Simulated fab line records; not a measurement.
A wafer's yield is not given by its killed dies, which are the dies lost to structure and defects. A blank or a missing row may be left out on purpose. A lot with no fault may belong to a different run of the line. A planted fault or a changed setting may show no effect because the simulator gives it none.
What tool caused it? | flow berkeleyCmos170 | 6 lots, 18 wafers sampled, at 3 steps of a route of 331

## WHAT THE GAUGES READ, wafer by wafer
UCB170_M1_CD_MEAS_09: target cd 700 nm.
lot  | measured     | on       | cdNm (nm)
L124 | day 7 08:24  | cdSem-01 | 700.7 700.7 700.9
L126 | day 8 01:57  | cdSem-02 | 702.7 701.5 702.0
L129 | day 8 20:22  | cdSem-01 | 698.4 697.7 698.3
L134 | day 9 17:29  | cdSem-02 | 709.8 709.6 710.9
L139 | day 11 00:57 | cdSem-01 | 698.6 700.1 700.0
L142 | day 11 19:47 | cdSem-01 | 699.9 701.2 699.1

## WHICH TOOL RAN EACH LOT (tool, then ch and the chambers of the sampled wafers, then the start)
lot  | UCB170_NVT_STRIP_08                 | UCB170_M1_EXPOSE_06
L124 | plasmaAsher-04 ch 0, day 5 21:42    | krfScanner-01 ch 0, day 7 07:48
L126 | plasmaAsher-04 ch 1, day 6 13:22    | krfScanner-02 ch 0, day 8 01:34
L129 | plasmaAsher-04 ch 0,1, day 7 09:02  | krfScanner-01 ch 0, day 8 19:40
L134 | plasmaAsher-02 ch 0,1, day 8 03:18  | krfScanner-02 ch 0, day 9 17:06
L139 | plasmaAsher-02 ch 0,1, day 9 07:53  | krfScanner-01 ch 0, day 11 00:34
L142 | plasmaAsher-01 ch 0,1, day 10 07:13 | krfScanner-01 ch 0, day 11 18:30
- UCB170_NVT_STRIP_08: strips in O2.
- UCB170_M1_EXPOSE_06: exposes mask METAL1, target cd 700 nm.

## THE ANSWER, worked out from the rows above alone
Rule: usual is defined by the lots themselves. Put in order of their means at a reading, lots are off if they are a third of the lots or fewer, leave a main group of 4 or more, and stand apart from it by a gap of 3 or more times the standard deviation of the main group's means; of several such gaps the widest counts. Not used: any main group whose means are identical at the precision the tables above print for the reading. A lot without any number at a reading at which 4 lots or more have one is off too. Any other lot the step has rows for is counted as sound.
Off at UCB170_M1_CD_MEAS_09 (cdNm): L134. The main group has a mean of 700.1 nm with a standard deviation of 1.3.
If a tool, at a process step before that reading, ran all the lots that are off and no sound lot after the first of them, it fits. Gauges at UCB170_M1_CD_MEAS_09: tried the same way as those tools. This does not decide it: 2 tools fit, namely krfScanner-02 at UCB170_M1_EXPOSE_06 and cdSem-02 at UCB170_M1_CD_MEAS_09.

## WHAT THE SIMULATOR HAD INSERTED
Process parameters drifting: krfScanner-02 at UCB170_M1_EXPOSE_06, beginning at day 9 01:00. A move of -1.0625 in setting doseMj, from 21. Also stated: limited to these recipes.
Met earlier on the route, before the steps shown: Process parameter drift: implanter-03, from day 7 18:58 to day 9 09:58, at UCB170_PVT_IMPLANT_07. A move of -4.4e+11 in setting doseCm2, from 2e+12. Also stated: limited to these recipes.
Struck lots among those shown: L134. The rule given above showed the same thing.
